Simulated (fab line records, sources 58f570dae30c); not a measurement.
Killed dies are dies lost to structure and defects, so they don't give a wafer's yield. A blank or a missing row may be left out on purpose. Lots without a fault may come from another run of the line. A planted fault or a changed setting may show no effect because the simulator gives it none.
fab line records | flow berkeley_cmos170
record lots=15 wafers=45 last_day=12
route steps=331 shown NWELL@26 PFIELD@88 NVT@108 NSD@194
lots that met no fault: from a run of the same line without faults
start_h: hours from the record's first day to the start of the lot's first wafer shown | wait_h: hours since the lot's step before | " the same as in the row above | L1.1+2: a row that stands for several wafers | - no value, or no start given | * or withheld: withheld | < > ~ a bound
route shown NAME@n: a module of which the file shows steps, and the number in the route of the first | usual: mean/standard deviation of fault-free wafers | same: alike in all rows | chamber/n: place in a boat | sites: the reading at each site | _std_site: their standard deviation | _edge_site: outer sites' mean less inner sites' | radius_mm: how far each site lies from the wafer's centre | mask NAME#n: copy n | behind: the tool/chamber that last shaped the wafer | hold: why the lot was held/for how many hours/how that ended | device: the transistor (n, p or np) that didn't switch | end of line: the same wafers' tests at the end of the route | a step without rows: its recipe alone | killed: dies lost to structure and defects at the first sort, not the wafer's yield | map: a wafer's dies, x killed, . not, _ none there
set.NAME: the setting as run; set.NAME@STEP: as run at that earlier step | model.NAME: the simulator's own value behind a step, which no gauge read
steps of the route over a sample of lots; a table a step, a row a wafer
## steps
# step UCB170_NWELL_OVL_MEAS_12
# usual NWELL_OVL=-1/5.5
# columns lot.wafer tool chamber start_h wait_h NWELL_OVL[nm]
L238.3 overlay-02 - 32.12 - -10
L238.4 " - " " -10
L238.6 " - " " -5
L237.1 overlay-02 - 32.38 - -5
L237.4 " - " " -6
L237.5 " - " " -1
L240.2 overlay-02 - 45.09 - 7
L240.3 " - " " -4
L240.4 " - " " 9
L242.3 overlay-02 - 50.50 - 2
L242.5 " - " " -4
L242.6 " - " " 5
L241.2 overlay-02 - 50.82 - 7
L241.4 " - " " 6
L241.5 " - " " 5
L244.1 overlay-01 - 72.60 - 11
L244.2 " - " " 6
L244.6 " - " " 3
L247.2 overlay-02 - 78.79 - -6
L247.4 " - " " -1
L247.5 " - " " 2
L248.1 overlay-01 - 82.61 - -2
L248.2 " - " " -7
L248.6 " - " " -6
L249.3 overlay-02 - 87.69 - 1
L249.4 " - " " -3
L249.5 " - " " 5
L250.1 overlay-02 - 91.35 - -5
L250.2 " - " " 3
L250.3 " - " " 0
L251.2 overlay-02 - 99.50 - 0
L251.3 " - " " -2
L251.5 " - " " -9
L252.1 overlay-01 - 104.26 - -4
L252.2 " - " " -10
L252.5 " - " " 1
L258.2 overlay-02 - 138.09 - -1
L258.3 " - " " -8
L258.4 " - " " 1
L259.1 overlay-02 - 146.25 - -5
L259.3 " - " " -6
L259.5 " - " " -8
L260.3 overlay-01 - 151.76 - -1
L260.4 " - " " -4
L260.6 " - " " 1
# step UCB170_PFIELD_TW_MEAS_09
# usual PFIELD_TW=603.9/2.6
# columns lot.wafer tool chamber start_h wait_h PFIELD_TW
L237.1 film_metro-01 - 80.30 0.1 605.0
L237.4 " - " " 605.9
L237.5 " - " " 606.4
L238.3 film_metro-04 - 82.82 0.1 602.7
L238.4 " - " " 599.4
L238.6 " - " " 603.6
L240.2 film_metro-04 - 86.51 0.1 599.0
L240.3 " - " " 600.5
L240.4 " - " " 599.6
L242.3 film_metro-01 - 88.75 0.1 607.8
L242.5 " - " " 603.8
L242.6 " - " " 604.0
L241.2 film_metro-03 - 89.02 0.1 605.5
L241.4 " - " " 605.0
L241.5 " - " " 602.9
L244.1 film_metro-03 - 117.60 0.1 600.4
L244.2 " - " " 602.0
L244.6 " - " " 602.9
L247.2 film_metro-03 - 124.99 0.1 606.9
L247.4 " - " " 608.3
L247.5 " - " " 607.7
L249.3 film_metro-03 - 126.01 0.1 604.4
L249.4 " - " " 606.6
L249.5 " - " " 605.5
L248.1 film_metro-01 - 126.34 0.1 603.3
L248.2 " - " " 608.1
L248.6 " - " " 607.2
L250.1 film_metro-01 - 137.88 0.1 605.0
L250.2 " - " " 603.3
L250.3 " - " " 603.0
L252.1 film_metro-04 - 149.76 0.1 607.6
L252.2 " - " " 604.5
L252.5 " - " " 607.1
L251.2 film_metro-03 - 150.13 0.1 604.0
L251.3 " - " " 603.7
L251.5 " - " " 607.5
L258.2 film_metro-01 - 187.93 0.1 602.1
L258.3 " - " " 605.2
L258.4 " - " " 605.4
L259.1 film_metro-04 - 195.69 0.1 605.9
L259.3 " - " " 604.3
L259.5 " - " " 604.2
L260.3 film_metro-01 - 198.16 0.1 601.0
L260.4 " - " " 601.8
L260.6 " - " " 605.1
# step UCB170_NVT_PEB_04
# recipe peb_temp_c=130 peb_time_s=withheld resist=KrF
# usual heater_power_total_W=56.81/0.046 plate_temp_C=129.97/0.12
# columns lot.wafer tool chamber start_h wait_h heater_power_total_W plate_temp_C
L237.1 litho_track-04 0 105.91 0.1 56.77 129.84
L237.4 " 0 " " 56.79 129.97
L237.5 " 0 " " 56.82 129.99
L238.3 litho_track-04 0 109.40 0.2 56.74 129.97
L238.4 " 0 " " 56.84 130.03
L238.6 " 0 " " 56.78 130.04
L240.2 litho_track-04 0 115.87 0.7 56.80 130.07
L240.3 " 0 " " 56.86 129.82
L240.4 " 0 " " 56.81 130.13
L241.2 litho_track-01 0 115.98 0.6 56.80 129.97
L241.4 " 0 " " 56.80 129.84
L241.5 " 0 " " 56.82 129.91
L242.3 litho_track-03 0 116.38 0.8 56.84 129.93
L242.5 " 0 " " 56.83 129.87
L242.6 " 0 " " 56.75 130.05
L244.1 litho_track-03 0 143.84 0.5 56.81 130.03
L244.2 " 0 " " 56.89 129.84
L244.6 " 0 " " 56.81 129.83
L249.3 litho_track-03 0 152.30 0.7 53.82 124.67
L249.4 " 0 " " 53.81 124.49
L249.5 " 0 " " 53.70 124.58
L247.2 litho_track-01 0 152.39 0.7 56.81 130.00
L247.4 " 0 " " 56.86 130.08
L247.5 " 0 " " 56.78 130.09
L248.1 litho_track-03 0 152.52 0.7 53.75 124.57
L248.2 " 0 " " 53.79 124.55
L248.6 " 0 " " 53.77 124.60
L250.1 litho_track-01 0 166.25 0.1 56.82 129.83
L250.2 " 0 " " 56.75 130.13
L250.3 " 0 " " 56.80 129.95
L252.1 litho_track-03 0 174.54 0.1 53.74 124.65
L252.2 " 0 " " 53.81 124.75
L252.5 " 0 " " 53.78 124.72
L251.2 litho_track-01 0 174.77 0.2 56.78 130.11
L251.3 " 0 " " 56.81 130.09
L251.5 " 0 " " 56.82 130.17
L258.2 litho_track-04 0 223.04 0.1 56.72 130.10
L258.3 " 0 " " 56.79 129.97
L258.4 " 0 " " 56.90 130.08
L260.3 litho_track-03 0 228.67 0.1 56.81 130.00
L260.4 " 0 " " 56.78 130.09
L260.6 " 0 " " 56.82 129.92
L259.1 litho_track-04 0 228.86 0.1 56.79 130.29
L259.3 " 0 " " 56.82 130.25
L259.5 " 0 " " 56.84 130.04
# step UCB170_NSD_OVL_MEAS_07
# usual NSD_OVL=6/5.5
# columns lot.wafer tool chamber start_h wait_h NSD_OVL[nm]
L237.1 overlay-01 - 129.80 0.1 9
L237.4 " - " " 6
L237.5 " - " " 6
L238.3 overlay-02 - 137.28 0.1 5
L238.4 " - " " 5
L238.6 " - " " 6
L241.2 overlay-01 - 144.61 0.1 9
L241.4 " - " " 16
L241.5 " - " " 12
L240.2 overlay-02 - 144.73 0.1 7
L240.3 " - " " 5
L240.4 " - " " 12
L242.3 overlay-01 - 145.01 0.1 2
L242.5 " - " " 3
L242.6 " - " " 12
L244.1 overlay-01 - 171.44 0.1 13
L244.2 " - " " 13
L244.6 " - " " 5
L247.2 overlay-01 - 185.49 0.1 0
L247.4 " - " " 11
L247.5 " - " " 1
L248.1 overlay-02 - 185.61 0.1 5
L248.2 " - " " 11
L248.6 " - " " 17
L249.3 overlay-01 - 185.89 0.1 1
L249.4 " - " " 3
L249.5 " - " " 5
L250.1 overlay-02 - 195.80 0.1 3
L250.2 " - " " 3
L250.3 " - " " 0
L251.2 overlay-02 - 203.84 0.1 -11
L251.3 " - " " -4
L251.5 " - " " -2
L252.1 overlay-02 - 204.00 0.1 11
L252.2 " - " " 1
L252.5 " - " " 3
L258.2 overlay-02 - 253.03 0.1 9
L258.3 " - " " 8
L258.4 " - " " 5
L259.1 overlay-01 - 258.17 0.1 3
L259.3 " - " " 5
L259.5 " - " " 3
L260.3 overlay-02 - 258.46 0.1 6
L260.4 " - " " 1
L260.6 " - " " 3
## key
first_sign step=UCB170_NVT_PEB_04 reading=heater_power_total_W direction=down sigmas=67 usual=56.81 struck=53.77
effect step=UCB170_NVT_PEB_04 reading=plate_temp_C direction=down sigmas=44 usual=* struck=*
met_at UCB170_NVT_PEB_04
struck_lots L248,L249,L252
tester_left_out L248,L249,L252
not_acting_at UCB170_NWELL_OVL_MEAS_12,UCB170_PFIELD_TW_MEAS_09,UCB170_NSD_OVL_MEAS_07
fault kind=process_parameter_drift tool=litho_track-03 chamber=- onset_h=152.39 steps=UCB170_NVT_PEB_04 channel=peb_temp_c offset=* shape=step end_h=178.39 acts_in=* stated=*
# tester_left_out: of these lots the tester's yield and bins aren't shown, on N5 and GAA mostly nor the transistor test; their killed dies are dies lost to structure and defects alone, not to doping, threshold or leakage, so they don't give the yield
